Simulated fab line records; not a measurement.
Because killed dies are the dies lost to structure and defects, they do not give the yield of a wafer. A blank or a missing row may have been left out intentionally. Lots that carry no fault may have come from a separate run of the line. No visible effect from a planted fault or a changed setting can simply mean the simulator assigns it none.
Which tool is to blame? + flow rit_cmos + 14 lots with 42 wafers sampled at 2 steps, on a route of 202 steps

== WHAT THE GAUGES SHOWED, per wafer ==
RIT_PRETRO_OVL_MEAS_06.
| lot  | measured    | on         | PRETRO_OVL (nm) |
|------|-------------|------------|-----------------|
| L814 | day 2 11:56 | overlay-02 | 0.9 1.1 -0.4    |
| L815 | day 2 17:44 | overlay-02 | -4.4 -4.0 -3.7  |
| L817 | day 3 03:18 | overlay-02 | -1.0 -0.6 -1.4  |
| L818 | day 3 11:56 | overlay-01 | -3.1 -3.5 -3.1  |
| L819 | day 3 13:53 | overlay-01 | -1.7 -1.8 -2.9  |
| L821 | day 3 23:43 | overlay-02 | -0.8 -2.2 -3.1  |
| L824 | day 4 15:04 | overlay-01 | -2.0 -0.6 -2.6  |
| L825 | day 4 19:01 | overlay-01 | - - -           |
| L826 | day 5 00:11 | overlay-02 | - - -           |
| L828 | day 5 12:08 | overlay-02 | -3.4 -1.1 -3.0  |
| L829 | day 5 15:27 | overlay-01 | 0.4 -1.4 -1.9   |
| L830 | day 5 22:38 | overlay-02 | -1.2 -2.8 -2.6  |
| L835 | day 6 21:59 | overlay-02 | -3.8 -2.1 -2.9  |
| L836 | day 7 05:01 | overlay-02 | -3.6 -2.4 -2.3  |

== WHAT TOOL EACH LOT RAN ON (gives the tool, then ch and the chambers of the sampled wafers, and finally the start) ==
| lot  | RIT_PRETRO_COAT_01               |
|------|----------------------------------|
| L814 | litho_track-02 ch 0, day 2 10:59 |
| L815 | litho_track-03 ch 0, day 2 17:02 |
| L817 | litho_track-02 ch 0, day 3 02:26 |
| L818 | litho_track-03 ch 0, day 3 11:12 |
| L819 | litho_track-01 ch 0, day 3 13:02 |
| L821 | litho_track-03 ch 0, day 3 22:57 |
| L824 | litho_track-03 ch 0, day 4 14:22 |
| L825 | litho_track-02, day 4 18:09      |
| L826 | litho_track-01, day 4 23:28      |
| L828 | litho_track-03 ch 0, day 5 11:26 |
| L829 | litho_track-02 ch 0, day 5 14:38 |
| L830 | litho_track-03 ch 0, day 5 21:54 |
| L835 | litho_track-03 ch 0, day 6 21:13 |
| L836 | litho_track-03 ch 0, day 7 03:52 |
- RIT_PRETRO_COAT_01: resist thk 1300 nm.

== WHAT THE TOOLS THEMSELVES READ (means of the sampled wafers that have a number; where no wafer has one, the mark that the record gives instead) ==
RIT_PRETRO_COAT_01.
| lot  | tool           | chill_plate_temp_C (C) | dispense_pressure_kPa (kPa) |
|------|----------------|------------------------|-----------------------------|
| L814 | litho_track-02 | 23.23                  | 49                          |
| L815 | litho_track-03 | 23.05                  | 58                          |
| L817 | litho_track-02 | 23.02                  | 49                          |
| L818 | litho_track-03 | 23.07                  | 58                          |
| L819 | litho_track-01 | 23.00                  | 47                          |
| L821 | litho_track-03 | 23.01                  | 58                          |
| L824 | litho_track-03 | 23.03                  | 58                          |
| L825 | litho_track-02 | -                      | -                           |
| L826 | litho_track-01 | -                      | -                           |
| L828 | litho_track-03 | 22.93                  | 58                          |
| L829 | litho_track-02 | 22.98                  | 49                          |
| L830 | litho_track-03 | 22.92                  | 58                          |
| L835 | litho_track-03 | 22.91                  | 58                          |
| L836 | litho_track-03 | 22.88                  | 58                          |

== THE ANSWER, worked out from the rows above alone ==
Rule: the usual values come from the lots themselves. Put in order of their means at a reading, lots are off if they are a third of the lots or fewer, leave a main group of 4 or more, and stand apart from it by a gap of 3 or more times the standard deviation of the main group's means; of several such gaps the widest counts. Not used: any main group whose means are identical at the precision the tables above print for the reading. A lot without any number at a reading at which 4 lots or more have one is off too. The other lots that the step has rows for count as sound. After the gauges, taken in route order, come the tools' own readings; for these a lot's mean is taken, as printed above. The first step at which some lot is off is used, and at that step the reading that is off furthest; a lot without a number counts as furthest.
Off: L825, L826, at RIT_PRETRO_OVL_MEAS_06 (PRETRO_OVL). Without a number there: L825, L826. The main group: mean -2.1 nm, standard deviation 1.2.
If a tool, at a process step before that reading, ran all the lots that are off and no sound lot after the first of them, it fits. Not tried: the gauges at RIT_PRETRO_OVL_MEAS_06; whatever is off there is also off at RIT_PRETRO_COAT_01, on other tools, and gauge error can't account for it. None of those tried fits.

== WHAT THE SIMULATOR HAD INSERTED ==
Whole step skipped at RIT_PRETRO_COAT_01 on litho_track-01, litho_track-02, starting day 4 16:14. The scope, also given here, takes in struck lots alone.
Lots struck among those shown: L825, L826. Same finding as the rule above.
